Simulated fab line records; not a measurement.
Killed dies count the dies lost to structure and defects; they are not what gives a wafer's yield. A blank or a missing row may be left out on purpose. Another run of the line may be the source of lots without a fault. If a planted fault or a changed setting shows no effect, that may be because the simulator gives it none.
fab line records	flow berkeleyCmos170
record: lots: 5	wafers: 23
route steps=331 shown GATE@135 NLDD@159 PSD@183 M1@242 V1@268 M2@284
startH: hours from the record's opening day to when the first of the lot's shown wafers began	waitH: how many hours have passed since the lot's step before this one	" identical to the entry in the row above	L1.1+2: several wafers, shown together as one row	- either no value or no given start	* or withheld: withheld	< > ~ a bound
route shown NAME@n: names a module that has steps shown in the file, with the first one's number in the route	usual: mean/standard deviation of fault-free wafers	same: alike in all rows	chamber/n: place in a boat	sites: readings site by site	_std_site: standard deviation across them	_edge_site: mean of outer sites minus mean of inner sites	radiusMm: how far each site lies from the wafer's centre	mask NAME#n: copy n	behind: tool/chamber where the wafer was last shaped	hold: why the lot went on hold/how many hours it stayed there/how the hold came to an end	device: whichever transistor did not switch (one of n, p or np)	end of line: tests run on the same wafers once the route is complete	a step with no rows: only its recipe	killed: dies that structure and defects cost at the first sort, which is not the same as the wafer's yield	map: a wafer's dies, x killed, . not, _ none there
set.NAME: the setting that was run; set.NAME@STEP: the one run at that earlier step	model.NAME: the simulator's own value behind a step, which no gauge read
lots run with intentionally changed settings; tables by step, rows by wafer
== steps ==
step: UCB170_GATE_EXPOSE_09
recipe: maskId: POLY	targetCdNm: 350	na: 0.5	sigmaOuter: 0.6	sourceShape: conventional	doseMj: 21
lot.wafer	tool	chamber	startH	waitH	mask	set.doseMj
L075.1+2	krfScanner-01	0	157.08	-	POLY#0	21.48
L075.3+4+5	"	0	"	"	POLY#0	21
L079.2+3+4+5+6	krfScanner-02	0	171.68	-	POLY#0	21
L082.1+5	krfScanner-01	0	182.08	-	POLY#0	22.25
L082.2+4+6	"	0	"	"	POLY#0	21
L083.1+2+6	krfScanner-01	0	182.20	-	POLY#0	20.46
L083.3+4	"	0	"	"	POLY#0	21
L084.1+2+5	krfScanner-02	0	200.55	-	POLY#0	21
step: UCB170_GATE_PEB_10
recipe: pebTempC: 130	pebTimeS: withheld	resist: KrF
step: UCB170_GATE_DEVELOP_11
recipe: developer: TMAH	developTimeS: 45	resist: KrF	devTempC: 21
step: UCB170_GATE_CD_MEAS_12
recipe: targetCdNm: 350
usual: cdNm: 350.2/1.4
lot.wafer	tool	chamber	startH	waitH	set.doseMj@GATE_EXPOSE_09	cdNm
L075.1	cdSem-01	-	157.78	-	21.48	346.9
L075.2	"	-	"	"	21.48	347.5
L075.3	"	-	"	"	21	350.0
L075.4	"	-	"	"	21	350.4
L075.5	"	-	"	"	21	350.0
L079.2	cdSem-01	-	172.38	-	21	352.7
L079.3	"	-	"	"	21	350.7
L079.4	"	-	"	"	21	351.9
L079.5	"	-	"	"	21	351.7
L079.6	"	-	"	"	21	350.5
L082.1	cdSem-02	-	182.47	-	22.25	340.1
L082.2	"	-	"	"	21	350.6
L082.4	"	-	"	"	21	350.5
L082.5	"	-	"	"	22.25	340.9
L082.6	"	-	"	"	21	350.3
L083.1	cdSem-02	-	182.61	-	20.46	355.6
L083.2	"	-	"	"	20.46	353.7
L083.3	"	-	"	"	21	350.4
L083.4	"	-	"	"	21	348.2
L083.6	"	-	"	"	20.46	354.6
L084.1	cdSem-02	-	200.98	-	21	350.4
L084.2	"	-	"	"	21	349.2
L084.5	"	-	"	"	21	350.1
step: UCB170_NLDD_COAT_01
recipe: resist: KrF	spinRpm: 1500	resistThkNm: 900
lot.wafer	tool	chamber	startH	waitH	set.resistThkNm	model.KrF_of_NLDD_COAT_01.thkNm
L075.1	lithoTrack-01	0	161.36	0.1	900	897.1
L075.2	"	0	"	"	914	913.5
L075.3	"	0	"	"	900	897.8
L075.4	"	0	"	"	914	911.5
L075.5	"	0	"	"	914	912.4
L079.2	lithoTrack-01	0	175.45	0.1	900	903.7
L079.3	"	0	"	"	900	899.7
L079.4	"	0	"	"	900	899.4
L079.5	"	0	"	"	951.3	953.1
L079.6	"	0	"	"	951.3	953
L082.1	lithoTrack-02	0	185.92	0.1	900	902.3
L082.2	"	0	"	"	900	901.5
L082.4	"	0	"	"	925.4	925.8
L082.5	"	0	"	"	925.4	924.1
L082.6	"	0	"	"	900	900.8
L083.1	lithoTrack-04	0	185.95	0.1	852.2	851.6
L083.2	"	0	"	"	900	903.8
L083.3	"	0	"	"	900	903.1
L083.4	"	0	"	"	852.2	853.5
L083.6	"	0	"	"	852.2	852.5
L084.1	lithoTrack-02	0	204.14	0.1	900	895.3
L084.2	"	0	"	"	900	895.2
L084.5	"	0	"	"	900	894.6
step: UCB170_NLDD_SOFTBAKE_02
recipe: resist: KrF	tempC: 130	timeS: 60
step: UCB170_NLDD_EXPOSE_03
recipe: maskId: NSELECT	na: 0.5	sigmaOuter: 0.6	sourceShape: conventional	targetCdNm: 1200	doseMj: 30
step: UCB170_NLDD_IMPLANT_08
recipe: species: As	doseCm2: 5e+13	energyKev: 30	tiltDeg: 7	rotationDeg: 0
step: UCB170_NLDD_IMPLANT_09
recipe: species: As	doseCm2: 5e+13	energyKev: 30	tiltDeg: 7	rotationDeg: 180
step: UCB170_NLDD_STRIP_10
recipe: chemistry: O2	powerW: 400	pressureMtorr: 3500	platenTempC: withheld	o2FlowSccm: 400	overashFraction: 0.5
usual: stripTimeToEndpointS: 21.62/0.065
lot.wafer	tool	chamber	startH	waitH	set.resistThkNm@NLDD_COAT_01	stripTimeToEndpointS
L075.1	plasmaAsher-03	1	163.19	0.1	900	21.55
L075.2	"	0	"	"	914	21.93
L075.3	"	0	"	"	900	21.60
L075.4	"	1	"	"	914	21.89
L075.5	"	0	"	"	914	21.92
L079.2	plasmaAsher-03	0	177.11	0.2	900	21.73
L079.3	"	1	"	"	900	21.62
L079.4	"	0	"	"	900	21.60
L079.5	"	1	"	"	951.3	22.91
L079.6	"	0	"	"	951.3	22.89
L082.1	plasmaAsher-02	1	187.53	0.1	900	21.68
L082.2	"	0	"	"	900	21.66
L082.4	"	1	"	"	925.4	22.25
L082.5	"	1	"	"	925.4	22.21
L082.6	"	0	"	"	900	21.63
L083.1	plasmaAsher-04	1	187.82	0.1	852.2	20.48
L083.2	"	0	"	"	900	21.72
L083.3	"	1	"	"	900	21.69
L083.4	"	0	"	"	852.2	20.51
L083.6	"	1	"	"	852.2	20.49
L084.1	plasmaAsher-03	1	205.56	0.1	900	21.50
L084.2	"	0	"	"	900	21.50
L084.5	"	1	"	"	900	21.50
step: UCB170_PSD_IMPLANT_08
recipe: species: B	doseCm2: 3e+15	energyKev: 20	tiltDeg: 7
lot.wafer	tool	chamber	startH	waitH	set.energyKev	model.implant.rpNm	model.implant.drpNm
L075.1+4	implanter-02	0	170.67	0.0	20	64.82	28.34
L075.2+3+5	"	0	"	"	20.52	66.48	28.89
L079.2+3+6	implanter-04	0	185.25	0.0	19.46	63.74	27.8
L079.4+5	"	0	"	"	20	65.49	28.34
L082.1+4	implanter-03	0	197.27	0.0	20.51	68.56	28.88
L082.2+5+6	"	0	"	"	20	66.87	28.34
L083.1+3+6	implanter-02	0	197.38	0.0	20	65.42	28.34
L083.2+4	"	0	"	"	20.97	68.55	29.42
L084.1+2+5	implanter-02	0	214.20	0.0	20	67.17	28.34
step: UCB170_PSD_STRIP_09
recipe: chemistry: O2	powerW: 400	pressureMtorr: 3500	platenTempC: withheld	o2FlowSccm: 400	overashFraction: 0.5
usual: stripTimeToEndpointS: 29.38/0.056
lot.wafer	tool	chamber	startH	waitH	set.energyKev@PSD_IMPLANT_08	stripTimeToEndpointS
L075.1	plasmaAsher-02	0	170.82	0.1	20	29.37
L075.2	"	1	"	"	20.52	29.54
L075.3	"	1	"	"	20.52	29.55
L075.4	"	0	"	"	20	29.36
L075.5	"	1	"	"	20.52	29.61
L079.2	plasmaAsher-04	0	185.38	0.1	19.46	29.07
L079.3	"	0	"	"	19.46	29.18
L079.4	"	1	"	"	20	29.35
L079.5	"	0	"	"	20	29.33
L079.6	"	1	"	"	19.46	29.08
L082.1	plasmaAsher-02	1	197.42	0.1	20.51	29.68
L082.2	"	0	"	"	20	29.47
L082.4	"	1	"	"	20.51	29.73
L082.5	"	0	"	"	20	29.44
L082.6	"	1	"	"	20	29.49
L083.1	plasmaAsher-04	1	197.53	0.1	20	29.34
L083.2	"	0	"	"	20.97	29.84
L083.3	"	0	"	"	20	29.33
L083.4	"	1	"	"	20.97	29.77
L083.6	"	1	"	"	20	29.35
L084.1	plasmaAsher-02	1	214.35	0.1	20	29.28
L084.2	"	0	"	"	20	29.38
L084.5	"	0	"	"	20	29.39
step: UCB170_M1_COAT_04
recipe: resist: KrF	spinRpm: 1500	resistThkNm: 900
lot.wafer	tool	chamber	startH	waitH	set.resistThkNm	model.KrF_of_M1_COAT_04.thkNm
L075.1+3	lithoTrack-03	0	-	-	900	904.1
L075.2	"	0	"	"	900	905.3
L075.4	"	0	"	"	900	902.1
L075.5	"	0	"	"	900	900.2
L079.2	lithoTrack-01	0	-	-	900	901.2
L079.3	"	0	"	"	923.4	923.5
L079.4	"	0	"	"	923.4	923.6
L079.5	"	0	"	"	923.4	924.4
L079.6	"	0	"	"	900	898.8
L082.1	lithoTrack-01	0	-	-	900	901.3
L082.2	"	0	"	"	900	897.8
L082.4	"	0	"	"	925.4	927.8
L082.5	"	0	"	"	900	898.5
L082.6	"	0	"	"	925.4	926.5
L083.1	lithoTrack-01	0	-	-	900	898.9
L083.2	"	0	"	"	900	903.2
L083.3	"	0	"	"	900	900.2
L083.4	"	0	"	"	900	901.1
L083.6	"	0	"	"	900	901.7
L084.1	lithoTrack-03	0	-	-	900	902.3
L084.2	"	0	"	"	900	900.4
L084.5	"	0	"	"	900	901
step: UCB170_M1_SOFTBAKE_05
recipe: resist: KrF	tempC: 130	timeS: 60
step: UCB170_M1_EXPOSE_06
recipe: maskId: METAL1	targetCdNm: 700	na: 0.5	sigmaOuter: 0.6	sourceShape: conventional	doseMj: 21
step: UCB170_M1_ETCH_11
recipe: chemistry: N2/H2	targetDepthA: withheld	overetchA: withheld	target: BARC	timeS: withheld	sourceW: 500	biasW: 100	pressureMtorr: 30	n2FlowSccm: 100	h2FlowSccm: 200
step: UCB170_M1_METAL_ETCH_12
recipe: chemistry: Cl2/BCl3	target: Al	stopOn: PSG	pressureMtorr: 12	targetDepthA: 7800	overEtchFrac: 0.3	timeS: 130	icpW: 600	biasW: 120	Cl2_flow_sccm: 90	bcl3FlowSccm: 45
lot.wafer	tool	chamber	startH	waitH	set.resistThkNm@M1_COAT_04	model.KrF_of_M1_COAT_04.thkNm
L075.1	rieMetal-04	0	182.26	-	900	441.3
L075.2	"	1	"	"	900	438.4
L075.3	"	1	"	"	900	437.7
L075.4	"	0	"	"	900	441
L075.5	"	1	"	"	900	434.5
L079.2	rieMetal-04	1	197.78	-	900	435
L079.3	"	0	"	"	923.4	467.6
L079.4	"	1	"	"	923.4	459.2
L079.5	"	1	"	"	923.4	459.9
L079.6	"	0	"	"	900	440.3
L082.1	rieMetal-04	0	207.48	-	900	440.5
L082.2	"	1	"	"	900	430.7
L082.4	"	0	"	"	925.4	468.2
L082.5	"	1	"	"	900	431.6
L082.6	"	0	"	"	925.4	465
L083.1	rieMetal-03	1	208.87	-	900	439.4
L083.2	"	0	"	"	900	438.5
L083.3	"	0	"	"	900	434.5
L083.4	"	1	"	"	900	439.9
L083.6	"	1	"	"	900	440.9
L084.1	rieMetal-04	1	226.40	-	900	435.6
L084.2	"	0	"	"	900	438.2
L084.5	"	1	"	"	900	437.2
step: UCB170_V1_ETCH_14
recipe: chemistry: CHF3/CF4/Ar	target: SiO2	stopOn: Al	CHF3_flow_sccm: 45	cf4FlowSccm: 15	Ar_flow_sccm: 150	pressureMtorr: 200	rfW: 700	targetDepthA: 12500	overEtchFrac: 0.25	timeS: 291
lot.wafer	tool	chamber	startH	waitH	set.timeS	model.KrF_of_V1_COAT_07.thkNm
L075.1	rieDiel-02	2	188.10	0.0	291	612.9
L075.2	"	3	"	"	291	616.1
L075.3	"	1	"	"	291	612.5
L075.4	"	0	"	"	272	628.7
L075.5	"	1	"	"	272	627.1
L079.2	rieDiel-02	3	203.11	0.0	291	612.8
L079.3	"	2	"	"	291	607.5
L079.4	"	0	"	"	314.3	581.9
L079.5	"	1	"	"	314.3	581.8
L079.6	"	2	"	"	291	607
L082.1	rieDiel-03	1	211.24	0.0	307.1	596.1
L082.2	"	3	"	"	291	605.8
L082.4	"	0	"	"	307.1	597.5
L082.5	"	1	"	"	307.1	591.6
L082.6	"	0	"	"	291	610.4
L083.1	rieDiel-01	2	213.00	0.0	291	613.1
L083.2	"	0	"	"	317.1	591.7
L083.3	"	1	"	"	317.1	587.8
L083.4	"	2	"	"	291	609
L083.6	"	1	"	"	317.1	590.3
L084.1	rieDiel-01	1	231.23	0.0	291	611.4
L084.2	"	2	"	"	291	607.7
L084.5	"	0	"	"	291	609.1
step: UCB170_V1_STRIP_15
recipe: chemistry: O2	powerW: 400	pressureMtorr: 3500	platenTempC: withheld	o2FlowSccm: 400	overashFraction: 0.5
usual: stripTimeToEndpointS: 15.31/0.074
lot.wafer	tool	chamber	startH	waitH	set.timeS@V1_ETCH_14	stripTimeToEndpointS
L075.1	plasmaAsher-01	1	188.27	0.1	291	15.39
L075.2	"	0	"	"	291	15.45
L075.3	"	0	"	"	291	15.38
L075.4	"	1	"	"	272	15.75
L075.5	"	0	"	"	272	15.72
L079.2	plasmaAsher-02	0	203.29	0.1	291	15.36
L079.3	"	1	"	"	291	15.25
L079.4	"	0	"	"	314.3	14.65
L079.5	"	0	"	"	314.3	14.63
L079.6	"	1	"	"	291	15.25
L082.1	plasmaAsher-03	1	211.41	0.1	307.1	14.98
L082.2	"	0	"	"	291	15.20
L082.4	"	0	"	"	307.1	15.02
L082.5	"	0	"	"	307.1	14.85
L082.6	"	1	"	"	291	15.33
L083.1	plasmaAsher-01	1	213.17	0.1	291	15.37
L083.2	"	0	"	"	317.1	14.88
L083.3	"	1	"	"	317.1	14.80
L083.4	"	0	"	"	291	15.29
L083.6	"	0	"	"	317.1	14.82
L084.1	plasmaAsher-01	1	231.41	0.1	291	15.36
L084.2	"	0	"	"	291	15.24
L084.5	"	1	"	"	291	15.28
step: UCB170_M2_PEB_13
recipe: pebTempC: 130	pebTimeS: withheld	resist: KrF
lot.wafer	tool	chamber	startH	waitH	set.pebTempC
L075.1+2+5	lithoTrack-03	0	190.34	0.1	131.3
L075.3+4	"	0	"	"	130
L079.2+5	lithoTrack-02	0	205.52	0.2	131.5
L079.3+4+6	"	0	"	"	130
L082.1+5+6	lithoTrack-02	0	213.77	0.1	127.5
L082.2+4	"	0	"	"	130
L083.1+4+6	lithoTrack-03	0	215.56	0.1	128.2
L083.2+3	"	0	"	"	130
L084.1+2+5	lithoTrack-03	0	233.39	0.1	130
step: UCB170_M2_DEVELOP_14
recipe: developer: TMAH	developTimeS: 45	resist: KrF	devTempC: 21
step: UCB170_M2_CD_MEAS_15
recipe: targetCdNm: 700
usual: cdNm: 700.4/1.1
lot.wafer	tool	chamber	startH	waitH	set.pebTempC@M2_PEB_13	cdNm
L075.1	cdSem-02	-	190.61	-	131.3	692.0
L075.2	"	-	"	"	131.3	691.6
L075.3	"	-	"	"	130	700.5
L075.4	"	-	"	"	130	700.9
L075.5	"	-	"	"	131.3	692.9
L079.2	cdSem-02	-	205.79	-	131.5	690.7
L079.3	"	-	"	"	130	702.2
L079.4	"	-	"	"	130	700.0
L079.5	"	-	"	"	131.5	692.2
L079.6	"	-	"	"	130	700.8
L082.1	cdSem-02	-	214.16	-	127.5	719.1
L082.2	"	-	"	"	130	701.9
L082.4	"	-	"	"	130	699.6
L082.5	"	-	"	"	127.5	718.0
L082.6	"	-	"	"	127.5	719.8
L083.1	cdSem-02	-	215.83	-	128.2	714.8
L083.2	"	-	"	"	130	703.0
L083.3	"	-	"	"	130	702.8
L083.4	"	-	"	"	128.2	714.6
L083.6	"	-	"	"	128.2	714.4
L084.1	cdSem-01	-	233.66	-	130	699.7
L084.2	"	-	"	"	130	700.2
L084.5	"	-	"	"	130	701.2
step: UCB170_M2_ETCH_17
recipe: chemistry: N2/H2	targetDepthA: withheld	overetchA: withheld	target: BARC	timeS: withheld	sourceW: 500	biasW: 100	pressureMtorr: 30	n2FlowSccm: 100	h2FlowSccm: 200
lot.wafer	tool	chamber	startH	waitH	set.pebTempC@M2_PEB_13	model.M2.cdNm
L075.1	rieDiel-03	0	190.77	0.0	131.3	691.9
L075.2	"	2	"	"	131.3	691.3
L075.3	"	1	"	"	130	701
L075.4	"	3	"	"	130	700.7
L075.5	"	2	"	"	131.3	693.2
L079.2	rieDiel-02	3	205.93	0.0	131.5	690.1
L079.3	"	0	"	"	130	701.3
L079.4	"	1	"	"	130	699.6
L079.5	"	0	"	"	131.5	691.8
L079.6	"	3	"	"	130	700.4
L082.1	rieDiel-04	0	214.32	0.0	127.5	719.2
L082.2	"	3	"	"	130	701.6
L082.4	"	1	"	"	130	699.7
L082.5	"	0	"	"	127.5	717.8
L082.6	"	3	"	"	127.5	719.6
L083.1	rieDiel-04	1	215.99	0.0	128.2	714.3
L083.2	"	3	"	"	130	702.6
L083.3	"	2	"	"	130	702.1
L083.4	"	0	"	"	128.2	714.1
L083.6	"	0	"	"	128.2	714.2
L084.1	rieDiel-04	2	233.82	0.0	130	699
L084.2	"	1	"	"	130	700.3
L084.5	"	0	"	"	130	700.8
step: UCB170_M2_METAL_ETCH_18
recipe: chemistry: Cl2/BCl3	target: Al	stopOn: SiO2	pressureMtorr: 12	targetDepthA: 11700	overEtchFrac: 0.3	timeS: 195	icpW: 600	biasW: 120	Cl2_flow_sccm: 90	bcl3FlowSccm: 45
lot.wafer	tool	chamber	startH	waitH	set.pebTempC@M2_PEB_13	model.M2.cdNm
L075.1	rieMetal-02	1	190.81	-	131.3	690.2
L075.2	"	0	"	"	131.3	692.6
L075.3	"	0	"	"	130	700.5
L075.4	"	1	"	"	130	698.6
L075.5	"	0	"	"	131.3	693.8
L079.2	rieMetal-03	1	205.97	-	131.5	689.6
L079.3	"	1	"	"	130	701
L079.4	"	0	"	"	130	699.7
L079.5	"	0	"	"	131.5	692.8
L079.6	"	1	"	"	130	700.4
L082.1	rieMetal-01	0	214.36	-	127.5	720.3
L082.2	"	1	"	"	130	701.2
L082.4	"	1	"	"	130	700.6
L082.5	"	0	"	"	127.5	717.5
L082.6	"	1	"	"	127.5	719.2
L083.1	rieMetal-03	0	216.03	-	128.2	718.6
L083.2	"	1	"	"	130	705.8
L083.3	"	0	"	"	130	704.6
L083.4	"	1	"	"	128.2	714.6
L083.6	"	1	"	"	128.2	716
L084.1	rieMetal-03	0	233.86	-	130	700.2
L084.2	"	1	"	"	130	700.5
L084.5	"	1	"	"	130	698.5
step: UCB170_M2_STRIP_19
recipe: chemistry: O2	powerW: 400	pressureMtorr: 3500	platenTempC: withheld	o2FlowSccm: 400	overashFraction: 0.5
step: UCB170_M2_CD_MEAS_90
recipe: targetCdNm: 700
usual: cdNm: 701.3/2.1
lot.wafer	tool	chamber	startH	waitH	set.pebTempC@M2_PEB_13	cdNm
L075.1	cdSem-02	-	191.10	0.1	131.3	690.0
L075.2	"	-	"	"	131.3	692.3
L075.3	"	-	"	"	130	700.5
L075.4	"	-	"	"	130	698.5
L075.5	"	-	"	"	131.3	693.8
L079.2	cdSem-02	-	206.28	0.1	131.5	689.4
L079.3	"	-	"	"	130	701.1
L079.4	"	-	"	"	130	699.5
L079.5	"	-	"	"	131.5	692.7
L079.6	"	-	"	"	130	700.3
L082.1	cdSem-01	-	214.65	0.1	127.5	720.1
L082.2	"	-	"	"	130	701.3
L082.4	"	-	"	"	130	700.4
L082.5	"	-	"	"	127.5	717.6
L082.6	"	-	"	"	127.5	719.3
L083.1	cdSem-02	-	216.32	0.1	128.2	718.6
L083.2	"	-	"	"	130	705.6
L083.3	"	-	"	"	130	704.7
L083.4	"	-	"	"	128.2	714.8
L083.6	"	-	"	"	128.2	716.0
L084.1	cdSem-01	-	234.15	0.1	130	700.3
L084.2	"	-	"	"	130	700.9
L084.5	"	-	"	"	130	698.7
== key ==
split: step: UCB170_GATE_EXPOSE_09	setting: doseMj	stated: 21	by: wafer
response: step: UCB170_GATE_CD_MEAS_12	reading: cdNm	change: -1.69	per: 1%	r: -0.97
split: step: UCB170_NLDD_COAT_01	setting: resistThkNm	stated: 900	by: wafer
response: step: UCB170_NLDD_COAT_01	reading: model.KrF_of_NLDD_COAT_01.thkNm	change: +9.24	per: 1%	r: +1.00
response: step: UCB170_NLDD_STRIP_10	reading: stripTimeToEndpointS	change: *	per: 1%	r: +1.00
split: step: UCB170_PSD_IMPLANT_08	setting: energyKev	stated: 20	by: wafer
response: step: UCB170_PSD_IMPLANT_08	reading: model.implant.rpNm	change: +0.648	per: 1%	r: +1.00
response: step: UCB170_PSD_IMPLANT_08	reading: model.implant.drpNm	change: +0.216	per: 1%	r: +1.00
response: step: UCB170_PSD_STRIP_09	reading: stripTimeToEndpointS	change: *	per: 1%	r: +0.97
split: step: UCB170_M1_COAT_04	setting: resistThkNm	stated: 900	by: wafer
response: step: UCB170_M1_COAT_04	reading: model.KrF_of_M1_COAT_04.thkNm	change: +9.56	per: 1%	r: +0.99
response: step: UCB170_M1_METAL_ETCH_12	reading: model.KrF_of_M1_COAT_04.thkNm	change: +10.5	per: 1%	r: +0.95
split: step: UCB170_V1_ETCH_14	setting: timeS	stated: 291	by: wafer
response: step: UCB170_V1_ETCH_14	reading: model.KrF_of_V1_COAT_07.thkNm	change: -2.62	per: 1%	r: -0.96
response: step: UCB170_V1_STRIP_15	reading: stripTimeToEndpointS	change: *	per: 1%	r: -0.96
split: step: UCB170_M2_PEB_13	setting: pebTempC	stated: 130	by: wafer
response: step: UCB170_M2_CD_MEAS_15	reading: cdNm	change: -8.91	per: 1%	r: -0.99
response: step: UCB170_M2_ETCH_17	reading: model.M2.cdNm	change: -8.96	per: 1%	r: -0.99
response: step: UCB170_M2_METAL_ETCH_18	reading: model.M2.cdNm	change: -8.58	per: 1%	r: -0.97
response: step: UCB170_M2_CD_MEAS_90	reading: cdNm	change: -8.63	per: 1%	r: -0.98
